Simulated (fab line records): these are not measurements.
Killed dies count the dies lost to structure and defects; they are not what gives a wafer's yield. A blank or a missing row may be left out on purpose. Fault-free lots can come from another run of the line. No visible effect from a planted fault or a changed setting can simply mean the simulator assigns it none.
Code-filled problem report in 8D (eight disciplines) form	flow berkeley-cmos170	the parts of the form that need people (team, actions taken, sign-off) are left out

## 1. WHAT WENT WRONG
SILICIDE_TI_RS at UCB170_SILICIDE_RS_MEAS_02 reads a mean of 29.5 ohm/sq on 1 wafer of 1 lot; wafers without a fault read 26.1 ohm/sq with a standard deviation of 0.35. That puts it +9.7 standard deviations away from the usual mean.
The step: measures by four-point-probe.
First observed at day 8 21:03: wafer L570.1, on film-metro-03. Wafers with a number at this step in the record: 39, from 13 lots. Rule for "out" (also "out of limits"): further than 4 standard deviations from the usual mean. The rest of the wafers with a number are treated as sound.

## 2. WHAT IT IS, AND WHAT IT ISN'T
question	is	is not
which readings at this step	SILICIDE_TI_RS	-
which lots	L570	L559, L560, L562, L563, L564, L565, L573, L575, L576, L577, L579, L582
which wafers of those lots	L570.1	L570.5, L570.6
read on which gauges	film-metro-03	film-metro-02, film-metro-04
when	from day 8 21:03	up to then (20 sound wafers); but 18 sound wafers of L573, L575, L576, L577, L579, L582 came after

## 3. SUSPECTS, AND WHAT RULES EACH OUT
Counting: if a tool at a process step up to the reading ran every lot that is out, it stays a suspect. Sound lots after the first of them don't rule it out here, since some wafers of a struck lot are sound.
- the gauge at UCB170_SILICIDE_RS_MEAS_02 has been ruled out. All the wafers that are out were read on film-metro-03, but those of them that UCB170_SILICIDE_SPUTTER_01 has rows for are out there too, on other tools.
- pvd-sputter-02 at UCB170_SILICIDE_SPUTTER_01 (material Ti, target thk 30 nm, time 25 s): kept. It processed L570, the lot that is out, at day 8 21:01, and its most recent sound lot before then was L563 at day 7 12:53. Its own readings are out on those wafers: cathode-dc-power-W.
Left after counting: pvd-sputter-02 at UCB170_SILICIDE_SPUTTER_01.

## 4. THE CAUSE (what the simulator had put in)
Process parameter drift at UCB170_SILICIDE_SPUTTER_01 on pvd-sputter-02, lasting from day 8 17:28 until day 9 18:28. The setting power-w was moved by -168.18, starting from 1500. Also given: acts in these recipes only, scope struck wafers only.
After counting, this tool was the only one left.

## 5. THE EFFECT CHAIN, in route order
One row per reading whose mean, taken over the struck wafers that have a number, lies over 3 standard deviations from the usual. Scope: only readings with a usual standard deviation given in the record; hours: median across lots of the time from each lot's start at the first step in this table that gives one to its start at this step; sigmas: change in usual standard deviations.
hours	step	reading	usual	on struck wafers	change	sigmas
0	UCB170_SILICIDE_SPUTTER_01	cathode-dc-power-W	1500.0 W	1332.1	-167.9	-99 or more
0	UCB170_SILICIDE_RS_MEAS_02	SILICIDE_TI_RS	26.1 ohm/sq	29.5	+3.4	+9.7
0	UCB170_SILICIDE_THK_MEAS_03	SILICIDE_TI_THK	30.1 nm	26.9	-3.2	-8.6
The process steps in it:
- UCB170_SILICIDE_SPUTTER_01: material Ti, target thk 30 nm, time 25 s.

## 6. WHAT WOULD HAVE CAUGHT IT SOONER
4 hours passed between the start of the fault at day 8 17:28 and the first reading out of limits at a measuring or inspecting step in this record, taken at day 8 21:03.
Tool's own readings at UCB170_SILICIDE_SPUTTER_01, cathode-dc-power-W: out on all struck wafers the step has rows for; an alarm limit on them would have tripped on the first.
By day 8 21:03, every lot that is out (1) had started UCB170_SILICIDE_SPUTTER_01 on pvd-sputter-02. None of them would have been spared by holding the tool at that moment.
